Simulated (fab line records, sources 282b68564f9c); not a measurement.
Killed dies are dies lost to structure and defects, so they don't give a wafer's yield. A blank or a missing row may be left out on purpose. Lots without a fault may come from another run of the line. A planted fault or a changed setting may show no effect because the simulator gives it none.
Which tool did it? | flow rit_cmos | 7 lots, 21 wafers sampled, at 2 steps of a route of 202

WHAT THE GAUGES READ, wafer by wafer
RIT_PSD_TW_MEAS_10.
lot  | measured    | on            | PSD_TW
L312 | day 4 20:15 | film_metro-01 | 3464 3448 3464
L315 | day 5 17:05 | film_metro-03 | 3457 3464 3422
L319 | day 5 17:49 | film_metro-02 | 3424 3428 3443
L321 | day 6 08:26 | film_metro-02 | 3447 3451 3443
L325 | day 6 22:20 | film_metro-02 | 3463 3433 3452
L329 | day 7 11:07 | film_metro-01 | 30 30 30
L332 | day 7 22:59 | film_metro-02 | 3469 3458 3456

WHICH TOOL RAN EACH LOT (tool, then ch and the chambers of the sampled wafers, then the start)
lot  | RIT_PSD_DEVELOP_05
L312 | litho_track-02 ch 0, day 4 19:00
L315 | litho_track-02 ch 0, day 5 16:00
L319 | litho_track-04 ch 0, day 5 17:00
L321 | litho_track-02 ch 0, day 6 07:00
L325 | litho_track-02 ch 0, day 6 21:00
L329 | litho_track-02 ch 0, day 7 10:00
L332 | litho_track-04 ch 0, day 7 22:00
- RIT_PSD_DEVELOP_05: develop time 50 s.

THE ANSWER, worked out from the rows above alone
Rule: what is usual is taken from the lots themselves. Put in order of their means at a reading, lots are off if they are a third of the lots or fewer, leave a main group of 4 or more, and stand apart from it by a gap of 3 or more times the standard deviation of the main group's means; of several such gaps the widest counts. A main group whose means are all the same, to the digits that the tables above print for the reading, isn't used. A lot without any number at a reading at which 4 lots or more have one is off too. The other lots that the step has rows for count as sound.
Off: L329, at RIT_PSD_TW_MEAS_10 (PSD_TW). The main group: mean 3449, standard deviation 9.5.
A tool fits if, at a process step before that reading, it ran every lot that is off, and no sound lot after the first of them. The gauges at RIT_PSD_TW_MEAS_10 are tried like those tools. Can't be told from this: 2 tools fit, litho_track-02 at RIT_PSD_DEVELOP_05, film_metro-01 at RIT_PSD_TW_MEAS_10.

WHAT THE SIMULATOR HAD PUT IN
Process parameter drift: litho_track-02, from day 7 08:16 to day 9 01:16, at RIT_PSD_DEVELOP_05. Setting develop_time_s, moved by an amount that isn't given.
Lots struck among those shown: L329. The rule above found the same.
